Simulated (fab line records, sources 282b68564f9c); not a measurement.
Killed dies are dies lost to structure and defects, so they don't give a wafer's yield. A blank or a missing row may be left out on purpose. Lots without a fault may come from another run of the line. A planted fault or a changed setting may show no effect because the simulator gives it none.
A struck lot beside a sound one | flow rit_cmos | 33 steps out of a route of 202
Sound: wafers L757.1, L757.2, L757.5. Struck: wafers L777.1, L777.2, L777.6. The cause comes at the end.
At each step with rows: each side's tool, then ch and its chambers, then its first start. Under that, the readings that differ: sound wafers | struck wafers | difference of the means | sigmas: that difference in standard deviations of wafers without a fault.
alike: readings whose means differ by less than 2 such deviations, and words and numbers that are the same on both sides. not compared: withheld readings, readings that some wafer has no value for, bounds like >300 that may hide the same value, and numbers for which the record gives no deviation and whose values overlap.
The two part at a step that has a row with sigmas, a row that says differs or no value, or rows on one side only. Numbers that don't overlap but have no deviation are shown without sigmas and don't part them. A reading that every wafer of one side lacks parts them only if that side has two wafers or more.

first, 2 steps without rows for these wafers: RIT_SPACER_CLEAN_02 (cleans in SC2, time 600 s); RIT_SPACER_CVD_03 (deposits Si3N4 from SiH2Cl2/NH3, target thk 250 nm, time 3300 s).
RIT_SPACER_THK_MEAS_04:
  sound on film_metro-02, day 3 09:52; struck on film_metro-02, day 8 04:52
  reading                 | sound             | struck            | difference | sigmas
  SPACER_NITRIDE_THK (nm) | 252.0 248.7 251.5 | 243.6 243.8 242.3 | -7.5       | -3
RIT_SPACER_ETCHBACK_05: etches Si3N4 in SF6/CHF3, stops on SiO2, target depth 250 nm, time 240 s.
  sound on rie_diel-03 ch 0,1,2, day 3 09:55; struck on rie_diel-02 ch 0,2,3, day 8 04:55
  alike: drypump_motor_current_A, oes_product_au, rf_fwd_power_W, throttle_valve_pct
  not compared: rf_hours_counter_h
then, 6 steps without rows for these wafers: RIT_NSD_HMDS_00 (prime time 60 s); RIT_NSD_COAT_01 (resist thk 1000 nm); RIT_NSD_SOFTBAKE_02 (time 60 s); RIT_NSD_EXPOSE_03 (exposes mask M9, target cd 40700 nm); RIT_NSD_PEB_04; RIT_NSD_DEVELOP_05 (develop time 50 s).
RIT_NSD_OVL_MEAS_06:
  sound on overlay-01, day 3 11:03; struck on overlay-02, day 8 06:11
  alike: NSD_OVL
then, 1 step without rows for these wafers: RIT_NSD_HARDBAKE_07 (time 60 s).
RIT_NSD_IMPLANT_08:
  sound on implanter-04 ch 0, day 3 11:14; struck on implanter-02 ch 0, day 8 06:25
  reading                   | sound                | struck               | difference | sigmas
  beam_energy_keV           | 25.013 25.015 25.020 | 20.494 20.501 20.508 | -4.515     | -99 or more
  model.implant.rp_nm (nm)  | 32.79 32.79 32.79    | 28.27 28.27 28.27    | -4.52      |
  model.implant.drp_nm (nm) | 14.84 14.84 14.84    | 13.16 13.16 13.16    | -1.68      |
RIT_NSD_STRIP_09: strips in O2, time 180 s.
  sound on plasma_asher-04 ch 0,1, day 3 11:23; struck on plasma_asher-04 ch 0,1, day 8 06:34
  alike: drypump_motor_current_A
  not compared: rf_hours_counter_h
RIT_NSD_TW_MEAS_10:
  sound on film_metro-02, day 3 11:34; struck on film_metro-01, day 8 06:58
  reading | sound          | struck         | difference | sigmas
  NSD_TW  | 3120 3130 3130 | 2941 2965 2961 | -171       | -5
  not compared: hold
then, 5 steps without rows for these wafers: RIT_PSD_COAT_01 (resist thk 1000 nm); RIT_PSD_SOFTBAKE_02 (time 60 s); RIT_PSD_EXPOSE_03 (exposes mask M10, target cd 40900 nm); RIT_PSD_PEB_04; RIT_PSD_DEVELOP_05 (develop time 50 s).
RIT_PSD_OVL_MEAS_06:
  sound on overlay-02, day 3 12:28; struck on overlay-01, day 8 10:02
  reading      | sound          | struck       | difference | sigmas
  PSD_OVL (nm) | -2.4 -3.0 -1.6 | -0.3 1.5 0.4 | +2.9       | +2
then, 2 steps without rows for these wafers: RIT_PSD_HARDBAKE_07 (time 60 s); RIT_PSD_IMPLANT_08.
RIT_PSD_STRIP_09: strips in O2, time 180 s.
  sound on plasma_asher-01 ch 0,1, day 3 12:48; struck on plasma_asher-03 ch 0,1, day 8 10:39
  alike: drypump_motor_current_A
  not compared: rf_hours_counter_h
RIT_PSD_TW_MEAS_10:
  sound on film_metro-01, day 3 12:59; struck on film_metro-03, day 8 10:49
  reading | sound          | struck         | difference | sigmas
  PSD_TW  | 3428 3428 3438 | 3506 3509 3520 | +80        | +2
then, 3 steps without rows for these wafers: RIT_SDANNEAL_CLEAN_00 (cleans in SC1, time 600 s); RIT_SDANNEAL_CLEAN_01 (cleans in dHF, time 30 s); RIT_SDANNEAL_CLEAN_02 (cleans in SC2, time 600 s).
RIT_SDANNEAL_RTA_03: time 5 s.
  sound on rtp_anneal-01 ch 0, day 3 13:24; struck on rtp_anneal-01 ch 0, day 8 11:24
  alike: ramp_down_c_per_s, wafer_temp_C_max
RIT_SDANNEAL_RS_MEAS_04: measures by four-point-probe.
  sound on film_metro-03, day 3 13:28; struck on film_metro-03, day 8 11:28
  alike: PSD_RS
RIT_SDANNEAL_RS_MEAS_05: measures by four-point-probe.
  sound on film_metro-03, day 3 13:35; struck on film_metro-03, day 8 11:59
  reading         | sound             | struck            | difference | sigmas
  NSD_RS (ohm/sq) | 84.81 84.81 84.63 | 86.40 86.61 86.36 | +1.71      | +6
  not compared: hold
RIT_SDANNEAL_RS_MEAS_06: measures by four-point-probe.
  sound on film_metro-03, day 3 13:42; struck on film_metro-03, day 8 20:57
  reading | sound | struck                                                                     | difference                   | sigmas
  hold    | - - - | await_dispo/8.8h/release await_dispo/8.8h/release await_dispo/8.8h/release | no value on the sound wafers |
  alike: PLDD_RS
RIT_M1_PROBE_99:
  the record has rows for the struck wafers here (prober-01, day 9 03:58) and none for the sound ones

WHERE THEY PART
First at RIT_SPACER_THK_MEAS_04; last, within this record, at RIT_M1_PROBE_99.

WHY: what the simulator had put in
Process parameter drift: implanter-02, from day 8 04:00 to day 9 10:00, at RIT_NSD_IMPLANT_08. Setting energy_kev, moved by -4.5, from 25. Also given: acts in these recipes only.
